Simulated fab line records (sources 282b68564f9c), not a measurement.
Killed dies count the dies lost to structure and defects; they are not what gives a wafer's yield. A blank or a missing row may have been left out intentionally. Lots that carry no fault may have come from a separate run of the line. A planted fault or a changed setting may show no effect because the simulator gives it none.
fab line records | flow rit-cmos
record: lots: 13 wafers: 39 last-day: 7
route steps=202 shown PLDD@120 NSD@141 CONTACT@180 M1@190
lots untouched by any fault: they come from a run of this same line in which no faults occurred
start-h: start of the lot's first displayed wafer, in hours after the record's first day | wait-h: how many hours have passed since the lot's step before this one | " repeats the value in the row above | L1.1+2: one row covering several wafers at once | - no value present, or no start provided | * or withheld: withheld | < > ~ a bound
route shown NAME@n: a module of which the file shows steps, and the number in the route of the first | usual: mean/standard deviation taken from wafers without a fault | same: alike in all rows | chamber/n: place in a boat | sites: each site's reading | _std_site: the values' standard deviation | _edge_site: mean of outer sites minus mean of inner sites | radius-mm: for every site, how far away it sits from the centre of the wafer | mask NAME#n: copy n | behind: the most recent tool/chamber to have shaped the wafer | hold: cause of the lot's hold/its duration in hours/its outcome | device: the n, p or np transistor that did not switch | end of line: the route-end tests of the same wafers | step lacking rows: just its recipe | killed: dies that structure and defects cost at the first sort, which is not the same as the wafer's yield | map: a wafer's dies, marking killed ones x, the rest . and places with no die _
set.NAME: the setting as run; set.NAME@STEP: as run at that earlier step | model.NAME: the simulator's own value behind a step, which no gauge read
the route's steps for a sample of lots (tables are steps, rows are wafers)
services: when a tool's chamber went out of use (start-h, in hours from the record's first day, below 0 if earlier), for how many hours, and the reason
== steps ==
step: RIT_PLDD_OVL_MEAS_06
usual: PLDD_OVL: -1.0/1.2
columns lot.wafer tool chamber start-h wait-h PLDD_OVL[nm]
L640.1 overlay-02 - 49.03 - -2.4
L640.5 " - " " -1.3
L640.6 " - " " -1.9
L641.1 overlay-01 - 54.37 - -1.5
L641.4 " - " " -2.2
L641.5 " - " " -1.0
L643.2 overlay-02 - 63.67 - -0.5
L643.5 " - " " -0.5
L643.6 " - " " -1.1
L644.1 overlay-02 - 67.85 - -0.7
L644.2 " - " " 1.8
L644.4 " - " " -1.0
L646.2 overlay-02 - 79.23 - -1.3
L646.5 " - " " -2.7
L646.6 " - " " -1.9
L648.1 overlay-01 - 92.03 - 0.2
L648.5 " - " " -0.1
L648.6 " - " " 2.0
L653.4 overlay-02 - 114.84 - 0.4
L653.5 " - " " 0.0
L653.6 " - " " -0.6
L656.2 overlay-01 - 127.81 - -1.4
L656.3 " - " " -2.7
L656.5 " - " " -0.7
L657.2 overlay-01 - 132.98 - -0.9
L657.3 " - " " -0.9
L657.6 " - " " 0.6
L658.1 overlay-01 - 138.95 - -0.8
L658.4 " - " " -1.3
L658.6 " - " " -1.3
L660.1 overlay-01 - 149.65 - 0.7
L660.5 " - " " 0.8
L660.6 " - " " -0.1
L661.1 overlay-02 - 152.39 - 0.8
L661.2 " - " " -0.2
L661.6 " - " " -1.5
L662.4 overlay-02 - 158.35 - -1.7
L662.5 " - " " -1.8
L662.6 " - " " -2.2
step: RIT_NSD_TW_MEAS_10
usual: NSD_TW: 3112/17
columns lot.wafer tool chamber start-h wait-h NSD_TW
L640.1 film-metro-02 - 53.58 0.1 3114
L640.5 " - " " 3098
L640.6 " - " " 3103
L641.1 film-metro-01 - 58.80 0.1 3113
L641.4 " - " " 3127
L641.5 " - " " 3113
L643.2 film-metro-02 - 68.24 0.1 3100
L643.5 " - " " 3111
L643.6 " - " " 3108
L644.1 film-metro-01 - 72.57 0.1 3132
L644.2 " - " " 3142
L644.4 " - " " 3132
L646.2 film-metro-04 - 83.90 0.1 3078
L646.5 " - " " 3075
L646.6 " - " " 3091
L648.1 film-metro-04 - 97.56 0.1 3100
L648.5 " - " " 3089
L648.6 " - " " 3100
L653.4 film-metro-04 - 119.44 0.1 3114
L653.5 " - " " 3115
L653.6 " - " " 3113
L656.2 film-metro-02 - 132.48 0.1 3147
L656.3 " - " " 3138
L656.5 " - " " 3121
L657.2 film-metro-01 - 137.58 0.1 3124
L657.3 " - " " 3126
L657.6 " - " " 3134
L658.1 film-metro-01 - 143.85 0.1 3140
L658.4 " - " " 3132
L658.6 " - " " 3128
L660.1 film-metro-04 - 154.11 0.1 3100
L660.5 " - " " 3087
L660.6 " - " " 3113
L661.1 film-metro-02 - 156.85 0.1 3100
L661.2 " - " " 3077
L661.6 " - " " 3099
L662.4 film-metro-02 - 162.92 0.1 3121
L662.5 " - " " 3113
L662.6 " - " " 3112
step: RIT_CONTACT_STRIP_12
recipe: chemistry: O2 time-s: 180 resist: NOVOLAK platen-temp-c: withheld power-w: 500 pressure-mtorr: 4000 o2-flow-sccm: 4000
usual: drypump-motor-current-A: 5.4/0.5
same: time-s: 180
columns lot.wafer tool chamber start-h wait-h drypump-motor-current-A rf-hours-counter-h
L640.1 plasma-asher-02 0 58.12 0.1 5.7 26
L640.5 " 0 " " 5.7 -
L640.6 " 1 " " 4.7 -
L641.1 plasma-asher-02 0 63.57 0.1 5.7 27
L641.4 " 0 " " 5.7 -
L641.5 " 0 " " 5.7 -
L643.2 plasma-asher-04 1 72.86 0.1 5.3 44
L643.5 " 0 " " 5.9 -
L643.6 " 1 " " 5.3 -
L644.1 plasma-asher-04 0 77.39 0.1 6.0 45
L644.2 " 1 " " 5.4 45
L644.4 " 0 " " 5.9 -
L646.2 plasma-asher-02 1 88.75 0.1 4.7 30
L646.5 " 1 " " 4.7 -
L646.6 " 0 " " 5.8 -
L648.1 plasma-asher-02 1 102.51 0.1 4.7 31
L648.5 " 0 " " 5.8 -
L648.6 " 1 " " 4.7 -
L653.4 plasma-asher-04 1 124.50 0.2 5.3 -
L653.5 " 1 " " 5.3 -
L653.6 " 0 " " 5.9 -
L656.2 plasma-asher-03 1 137.06 0.2 5.9 49
L656.3 " 1 " " 5.9 -
L656.5 " 1 " " 5.9 -
L657.2 plasma-asher-04 0 142.09 0.1 6.0 3
L657.3 " 1 " " 5.4 -
L657.6 " 0 " " 6.0 -
L658.1 plasma-asher-02 1 148.45 0.1 4.7 36
L658.4 " 1 " " 4.7 -
L658.6 " 1 " " 4.7 -
L660.1 plasma-asher-04 0 158.63 0.1 5.9 5
L660.5 " 1 " " 5.3 -
L660.6 " 0 " " 5.9 -
L661.1 plasma-asher-02 0 162.08 0.1 5.7 38
L661.2 " 1 " " 4.7 38
L661.6 " 1 " " 4.8 -
L662.4 plasma-asher-02 1 168.07 0.2 4.7 -
L662.5 " 0 " " 5.7 -
L662.6 " 1 " " 4.7 -
step: RIT_M1_EXPOSE_06
recipe: mask-id: M12 na: 0.6 source-shape: conventional sigma-outer: 0.5 target-cd-nm: 2600 dose-mj: 250
same: sigma-outer: 0.5
columns lot.wafer tool chamber start-h wait-h mask
L640.1+5+6 iline-stepper-01 0 59.72 0.1 M12#0
L641.1+4+5 iline-stepper-01 0 65.15 0.1 M12#0
L643.2+5+6 iline-stepper-02 0 74.61 0.2 M12#0
L644.1+2+4 iline-stepper-01 0 79.10 0.2 M12#0
L646.2+5+6 iline-stepper-02 0 90.34 0.1 M12_R1#0
L648.1+5+6 iline-stepper-01 0 104.22 0.2 M12#0
L653.4+5+6 iline-stepper-02 0 126.10 0.1 M12#0
L656.2+3+5 iline-stepper-02 0 138.90 0.2 M12#0
L657.2+3+6 iline-stepper-02 0 143.70 0.1 M12#0
L658.1+4+6 iline-stepper-02 0 150.04 0.1 M12#0
L660.1+5+6 iline-stepper-02 0 160.76 0.2 M12#0
L661.1+2+6 iline-stepper-01 0 164.07 0.4 M12#0
L662.4+5+6 iline-stepper-01 0 169.82 0.1 M12#0
step: RIT_M1_CD_MEAS_09
recipe: target-cd-nm: 2600
usual: cd-nm: 2599.2/2.5
columns lot.wafer tool chamber start-h wait-h cd-nm
L640.1 cd-sem-02 - 60.15 - 2597.7
L640.5 " - " " 2597.9
L640.6 " - " " 2598.1
L641.1 cd-sem-02 - 65.58 - 2601.6
L641.4 " - " " 2600.2
L641.5 " - " " 2598.6
L643.2 cd-sem-01 - 75.04 - 2596.3
L643.5 " - " " 2593.2
L643.6 " - " " 2594.7
L644.1 cd-sem-02 - 79.53 - 2603.6
L644.2 " - " " 2602.3
L644.4 " - " " 2602.3
L646.2 cd-sem-02 - 90.77 - 2246.8
L646.5 " - " " 2247.6
L646.6 " - " " 2249.0
L648.1 cd-sem-01 - 104.92 - 2597.7
L648.5 " - " " 2598.4
L648.6 " - " " 2598.2
L653.4 cd-sem-01 - 126.53 - 2599.2
L653.5 " - " " 2601.2
L653.6 " - " " 2600.7
L656.2 cd-sem-01 - 139.33 - 2596.4
L656.3 " - " " 2596.8
L656.5 " - " " 2595.9
L657.2 cd-sem-02 - 144.13 - 2599.6
L657.3 " - " " 2601.3
L657.6 " - " " 2603.5
L658.1 cd-sem-01 - 150.47 - 2600.1
L658.4 " - " " 2602.5
L658.6 " - " " 2602.9
L660.1 cd-sem-02 - 161.19 - 2602.1
L660.5 " - " " 2603.5
L660.6 " - " " 2601.9
L661.1 cd-sem-01 - 164.50 - 2599.8
L661.2 " - " " 2602.5
L661.6 " - " " 2600.6
L662.4 cd-sem-01 - 170.25 - 2594.2
L662.5 " - " " 2592.3
L662.6 " - " " 2595.0
step: RIT_M1_PROBE_99
usual: defect-limited-yield: 97.5/1.2 killed_at_M0_to_M3: 0.0/0.22 killed-at-contacts: 0.0/0.18 killed-at-front-end: 7/3.1 killed-dies: 7/3.1 killed-on-rim: 1.6/1.3 killed-open: 3.2/2.1 killed-short: 3.4/2 sort_bin_3_pad_short: 0.1/0.2 sort_bin_5_function: 1.5/0.82 sort_bin_6_memory: 0.9/0.63 sort-n-pass: 257/3.1 sort-yield-pct: 97.5/1.2
same: gross-dies: 264 killed_at_M4_up: 0 killed-at-back-side: 0 killed-at-other: 0
columns lot.wafer tool chamber start-h wait-h defect-limited-yield[%] killed_at_M0_to_M3 killed-at-contacts killed-at-front-end killed-dies killed-on-rim killed-open killed-short sort_bin_3_pad_short[%] sort_bin_5_function[%] sort_bin_6_memory[%] sort-n-pass sort-yield-pct[%]
L640.1 prober-01 - 62.81 0.1 97.7 0 0 6 6 0 2 4 0.4 1.5 0.4 258 97.7
L640.5 prober-01 - 63.01 0.2 98.5 0 0 4 4 0 2 2 0 0.4 1.1 260 98.5
L640.6 prober-01 - 63.06 0.2 97.7 0 0 6 6 3 4 2 0 1.1 1.1 258 97.7
L641.1 prober-02 - 68.26 0.1 97.3 0 0 7 7 4 4 3 0 1.5 1.1 257 97.3
L641.4 prober-02 - 68.41 0.2 95.1 0 0 13 13 3 5 8 0 3.4 1.5 251 95.1
L641.5 prober-02 - 68.46 0.2 97.7 0 0 6 6 1 2 4 0 1.5 0.8 258 97.7
L643.2 prober-02 - 78.14 0.1 96.6 0 0 9 9 2 1 8 0.8 1.9 0.8 255 96.6
L643.5 prober-02 - 78.29 0.2 97.3 0 0 7 7 2 5 2 0 1.5 1.1 257 97.3
L643.6 prober-02 - 78.34 0.2 97.7 0 0 6 6 1 3 3 0.4 0.8 1.1 258 97.7
L644.1 prober-01 - 84.57 0.1 97.3 0 0 7 7 1 3 4 0 1.5 1.1 257 97.3
L644.2 prober-01 - 84.62 0.1 97.3 0 0 7 7 3 1 6 0.4 1.5 0.8 257 97.3
L644.4 prober-01 - 84.72 0.2 97.7 0 0 6 6 4 1 5 0.4 1.1 0.8 258 97.7
L646.2 prober-01 - 93.48 0.1 83.7 32 0 11 43 26 6 5 0.4 14.0 1.9 221 83.7
L646.5 prober-01 - 93.63 0.2 86.7 29 0 6 35 18 4 2 0 12.5 0.8 229 86.7
L646.6 prober-01 - 93.68 0.2 89.4 21 1 6 28 18 5 3 0.4 9.5 0.8 236 89.4
L648.1 prober-01 - 107.65 0.1 98.9 1 0 2 3 0 0 3 0.4 0.8 0 261 98.9
L648.5 prober-01 - 107.85 0.2 98.5 0 0 4 4 1 2 2 0 0.4 1.1 260 98.5
L648.6 prober-01 - 107.90 0.2 98.5 0 0 4 4 3 2 2 0.4 0.4 0.8 260 98.5
L653.4 prober-01 - 129.50 0.2 97.7 0 0 6 6 1 4 2 0 2.3 0 258 97.7
L653.5 prober-01 - 129.55 0.2 97.3 0 0 7 7 2 5 2 0 1.9 0.8 257 97.3
L653.6 prober-01 - 129.60 0.2 97.0 0 0 8 8 2 4 4 0.4 1.9 0.8 256 97.0
L656.2 prober-02 - 142.02 0.1 95.8 0 0 11 11 3 3 8 0.4 2.7 1.1 253 95.8
L656.3 prober-02 - 142.07 0.2 98.9 0 0 3 3 2 1 2 0 0.4 0.8 261 98.9
L656.5 prober-02 - 142.17 0.2 99.6 0 0 1 1 0 1 0 0 0.4 0 263 99.6
L657.2 prober-01 - 146.82 0.1 98.9 0 0 3 3 2 1 2 0 0.8 0.4 261 98.9
L657.3 prober-01 - 146.87 0.2 97.7 0 0 6 6 3 5 1 0 1.1 1.1 258 97.7
L657.6 prober-01 - 147.02 0.2 98.1 0 0 5 5 0 4 1 0 1.1 0.8 259 98.1
L658.1 prober-02 - 153.47 0.1 98.1 0 0 5 5 2 2 3 0 1.5 0.4 259 98.1
L658.4 prober-02 - 153.62 0.2 98.5 0 0 4 4 2 2 2 0 1.1 0.4 260 98.5
L658.6 prober-02 - 153.72 0.2 95.5 0 0 12 12 2 9 3 0 3.8 0.8 252 95.5
L660.1 prober-02 - 163.87 0.1 96.6 1 0 8 9 1 5 4 0 2.3 1.1 255 96.6
L660.5 prober-02 - 164.07 0.2 98.1 1 0 4 5 2 3 2 0 1.1 0.8 259 98.1
L660.6 prober-02 - 164.12 0.2 97.0 0 0 8 8 1 6 2 0 1.9 1.1 256 97.0
L661.1 prober-01 - 167.16 0.1 98.1 0 0 5 5 1 3 2 0 1.1 0.8 259 98.1
L661.2 prober-01 - 167.21 0.1 98.1 0 0 5 5 0 3 2 0 1.1 0.8 259 98.1
L661.6 prober-01 - 167.41 0.2 97.0 0 0 8 8 3 5 3 0 1.9 1.1 256 97.0
L662.4 prober-02 - 173.17 0.2 98.5 0 0 4 4 1 1 3 0 0.8 0.8 260 98.5
L662.5 prober-02 - 173.22 0.2 97.7 0 0 6 6 2 1 5 0 1.1 1.1 258 97.7
L662.6 prober-02 - 173.27 0.2 98.1 0 1 4 5 2 0 5 0.4 1.5 0 259 98.1
killed by level:class
L640.1 FOX1:geometric-particle:open=2 GATE:geometric-particle:short=2 FOX1:geometric-particle:short=1 FOX2:geometric-particle:short=1
L640.5 FOX1:geometric-particle:open=2 SPACER:geometric-particle:short=2
L640.6 SPACER:geometric-particle:open=3 ACTIVE:geometric-particle:short=1 GATE:geometric-particle:open=1 GATE:geometric-particle:short=1
L641.1 GATE:geometric-particle:short=3 GATE:geometric-particle:open=2 REOX:geometric-particle:open=1 SILICIDE:geometric-particle:open=1
L641.4 GATE:geometric-particle:short=4 GATE:geometric-particle:open=3 REOX:geometric-particle:open=2 FOX1:geometric-particle:short=1 FOX2:geometric-particle:short=1 REOX:geometric-particle:short=1 SPACER:geometric-particle:short=1
L641.5 REOX:geometric-particle:open=2 FOX1:geometric-particle:short=1 FOX2:geometric-particle:short=1 GATE:geometric-particle:short=1 REOX:geometric-particle:short=1
L643.2 GATE:geometric-particle:short=4 FOX1:geometric-particle:short=2 FOX1:geometric-particle:open=1 FOX2:geometric-particle:short=1 SPACER:geometric-particle:short=1
L643.5 SILICIDE:geometric-particle:open=2 FOX1:geometric-particle:open=1 GATE:geometric-particle:short=1 GATE:geometric-particle:open=1 REOX:geometric-particle:open=1 SPACER:geometric-particle:short=1
L643.6 FOX1:geometric-particle:short=2 GATE:geometric-particle:open=2 FOX1:geometric-particle:open=1 GATE:geometric-particle:short=1
L644.1 REOX:geometric-particle:short=3 FOX2:geometric-particle:open=1 GATE:geometric-particle:open=1 GATE:geometric-particle:short=1 REOX:geometric-particle:open=1
L644.2 SPACER:geometric-particle:short=3 FOX1:geometric-particle:short=1 FOX1:geometric-particle:open=1 FOX2:geometric-particle:short=1 SILICIDE:geometric-particle:short=1
L644.4 FOX2:geometric-particle:short=2 GATE:geometric-particle:short=2 FOX2:geometric-particle:open=1 SILICIDE:geometric-particle:short=1
L646.2 M1:area-expose=32 GATE:geometric-particle:open=3 GATE:geometric-particle:short=2 SPACER:geometric-particle:short=2 SPACER:geometric-particle:open=2 REOX:geometric-particle:open=1 REOX:geometric-particle:short=1
L646.5 M1:area-expose=29 GATE:geometric-particle:open=2 GATE:geometric-particle:short=1 REOX:geometric-particle:short=1 SPACER:geometric-particle:open=1 SILICIDE:geometric-particle:open=1
L646.6 M1:area-expose=20 GATE:geometric-particle:open=2 FOX1:geometric-particle:short=1 FOX1:geometric-particle:open=1 REOX:geometric-particle:open=1 SILICIDE:geometric-particle:short=1 CONTACT:geometric-particle:open=1 M1:geometric-particle:short=1
L648.1 FOX1:geometric-particle:short=1 FOX2:geometric-particle:short=1 M1:geometric-particle:short=1
L648.5 FOX1:geometric-particle:open=1 REOX:geometric-particle:open=1 FOX2:geometric-particle:short=1 REOX:geometric-particle:short=1
L648.6 GATE:geometric-particle:short=1 GATE:geometric-particle:open=1 REOX:geometric-particle:short=1 SILICIDE:geometric-particle:open=1
L653.4 GATE:geometric-particle:open=2 FOX1:geometric-particle:open=1 REOX:geometric-particle:short=1 SILICIDE:geometric-particle:short=1 SILICIDE:geometric-particle:open=1
L653.5 FOX1:geometric-particle:short=2 REOX:geometric-particle:open=2 FOX1:geometric-particle:open=1 GATE:geometric-particle:open=1 SILICIDE:geometric-particle:open=1
L653.6 FOX1:geometric-particle:open=2 GATE:geometric-particle:short=2 REOX:geometric-particle:short=2 GATE:geometric-particle:open=1 SPACER:geometric-particle:open=1
L656.2 GATE:geometric-particle:short=3 SPACER:geometric-particle:short=3 FOX1:geometric-particle:short=2 GATE:geometric-particle:open=2 SPACER:geometric-particle:open=1
L656.3 FOX1:geometric-particle:open=1 GATE:geometric-particle:short=1 REOX:geometric-particle:short=1
L656.5 GATE:geometric-particle:open=1
L657.2 GATE:geometric-particle:short=2 SILICIDE:geometric-particle:open=1
L657.3 GATE:geometric-particle:open=2 FOX1:geometric-particle:open=1 FOX2:geometric-particle:open=1 GATE:geometric-particle:short=1 REOX:geometric-particle:open=1
L657.6 FOX2:geometric-particle:open=2 FOX1:geometric-particle:open=1 GATE:geometric-particle:short=1 REOX:geometric-particle:open=1
L658.1 SPACER:geometric-particle:short=2 GATE:geometric-particle:open=1 GATE:geometric-particle:short=1 SPACER:geometric-particle:open=1
L658.4 SILICIDE:geometric-particle:open=2 FOX2:geometric-particle:short=1 GATE:geometric-particle:short=1
L658.6 SPACER:geometric-particle:open=4 GATE:geometric-particle:open=3 FOX1:geometric-particle:short=1 FOX1:geometric-particle:open=1 FOX2:geometric-particle:open=1 GATE:geometric-particle:short=1 SPACER:geometric-particle:short=1
L660.1 REOX:geometric-particle:open=2 SILICIDE:geometric-particle:short=2 FOX2:geometric-particle:open=1 GATE:geometric-particle:short=1 REOX:geometric-particle:short=1 SILICIDE:geometric-particle:open=1 M1:geometric-particle:open=1
L660.5 REOX:geometric-particle:open=2 SILICIDE:geometric-particle:open=1 SILICIDE:geometric-particle:short=1 M1:geometric-particle:short=1
L660.6 SILICIDE:geometric-particle:open=2 FOX1:geometric-particle:open=1 FOX2:geometric-particle:open=1 GATE:geometric-particle:open=1 SPACER:geometric-particle:open=1 SPACER:geometric-particle:short=1 SILICIDE:geometric-particle:short=1
L661.1 GATE:geometric-particle:short=2 SPACER:geometric-particle:open=2 REOX:geometric-particle:open=1
L661.2 SILICIDE:geometric-particle:open=2 FOX1:geometric-particle:short=1 FOX2:geometric-particle:short=1 GATE:geometric-particle:open=1
L661.6 GATE:geometric-particle:open=2 SILICIDE:geometric-particle:open=2 FOX1:geometric-particle:short=1 GATE:geometric-particle:short=1 REOX:geometric-particle:open=1 SILICIDE:geometric-particle:short=1
L662.4 SILICIDE:geometric-particle:short=2 REOX:geometric-particle:open=1 SPACER:geometric-particle:short=1
L662.5 GATE:geometric-particle:short=3 GATE:geometric-particle:open=1 REOX:geometric-particle:short=1 SPACER:geometric-particle:short=1
L662.6 FOX2:geometric-particle:short=1 GATE:geometric-particle:short=1 REOX:geometric-particle:short=1 SPACER:geometric-particle:short=1 CONTACT:geometric-particle:short=1
== services ==
columns tool chamber start-h hours kind
iline-stepper-02 - 53.69 1.7 pm
plasma-asher-04 - 108.75 9.0 pm
plasma-asher-04 0 108.75 9.0 vent-cycle
plasma-asher-04 1 108.75 9.0 vent-cycle
plasma-asher-02 - 112.24 1.4 repair
plasma-asher-04 0 117.75 - clean
plasma-asher-04 1 117.75 - clean
iline-stepper-02 - 129.54 4.4 pm
plasma-asher-02 - 136.57 2.0 repair
iline-stepper-01 - 154.13 0.7 repair
plasma-asher-03 - 154.80 15.6 pm
== key ==
first-sign: step: RIT_M1_EXPOSE_06 reading: mask direction: changed
effect: step: RIT_M1_CD_MEAS_09 reading: cd-nm direction: down sigmas: 99+ usual: 2599.2 struck: 2247.8
effect: step: RIT_M1_PROBE_99 reading: killed_at_M0_to_M3 direction: up sigmas: 27 usual: 0.0 struck: 27.3
more-kills-born-at: RIT_M1_EXPOSE_06@iline-stepper-02: 81
met-at RIT_M1_EXPOSE_06
struck-lots L646
not-acting-at RIT_PLDD_OVL_MEAS_06,RIT_NSD_TW_MEAS_10,RIT_CONTACT_STRIP_12
onset-between 74.61 90.34
fault: kind: wrong-mask tool: any chamber: - onset-h: 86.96 steps: RIT_M1_EXPOSE_06 aux-copy: M12_R1#0 cd-offset-nm: -350 scope: struck-lots-only
